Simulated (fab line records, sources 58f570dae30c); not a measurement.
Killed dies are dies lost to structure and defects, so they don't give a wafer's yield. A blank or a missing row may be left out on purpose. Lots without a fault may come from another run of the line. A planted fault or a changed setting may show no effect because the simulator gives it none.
Chamber matching | flow berkeley_cmos170 | UCB170_V1_CMP_02 on cmp-02: 4 sister chambers
The step polishes SiO2. 16 wafers are shown with their chamber, then 8 later ones without.

WAFERS WITH THEIR CHAMBER
wafer  | chamber | motor_current_A (A)
L119.1 | 3       | 16.4
L119.4 | 1       | 17.9
L119.6 | 3       | 16.0
L118.4 | 3       | 15.7
L118.5 | 2       | 15.4
L118.6 | 1       | 19.0
L120.1 | 3       | 15.9
L120.2 | 2       | 15.0
L120.3 | 1       | 18.2
L123.3 | 3       | 15.5
L123.4 | 2       | 16.0
L123.6 | 3       | 16.7
L127.1 | 1       | 18.7
L127.2 | 0       | 11.8
L127.3 | 3       | 16.1
L128.1 | 0       | 11.0

SIGNATURES (means of the wafers above)
reading         | chamber 0 | chamber 1 | chamber 2 | chamber 3 | scatter within a chamber
motor_current_A | 11.400    | 18.450    | 15.467    | 16.043    | 0.461
Rule: a wafer's distance from a chamber is the root of the sum, over the readings, of the square of ((its reading less the chamber's mean) divided by the reading's scatter). The wafer belongs to the nearest chamber; if the next one is less than 2 further off, it can't be placed. The scatter: the root of (the sum of the squares of (reading less its chamber's mean) over the shown wafers, divided by (wafers less chambers)).

WAFERS WITHOUT THEIR CHAMBER
wafer  | motor_current_A (A)
L128.4 | 16.0
L128.6 | 18.3
L130.1 | 11.6
L130.3 | 16.1
L130.5 | 14.7
L135.1 | 12.2
L135.3 | 16.2
L135.5 | 15.9

WHICH CHAMBER EACH WENT THROUGH
wafer  | from the rows above     | in truth
L128.4 | can't be placed: 3 or 2 | 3
L128.6 | 1                       | 1
L130.1 | 0                       | 0
L130.3 | can't be placed: 3 or 2 | 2
L130.5 | can't be placed: 2 or 3 | 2
L135.1 | 0                       | 0
L135.3 | can't be placed: 3 or 2 | 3
L135.5 | can't be placed: 3 or 2 | 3
Placed correctly: 3 of 8. Can't be placed from these rows: 5 (the true chamber is among the candidates in 5). Placed wrongly: 0.
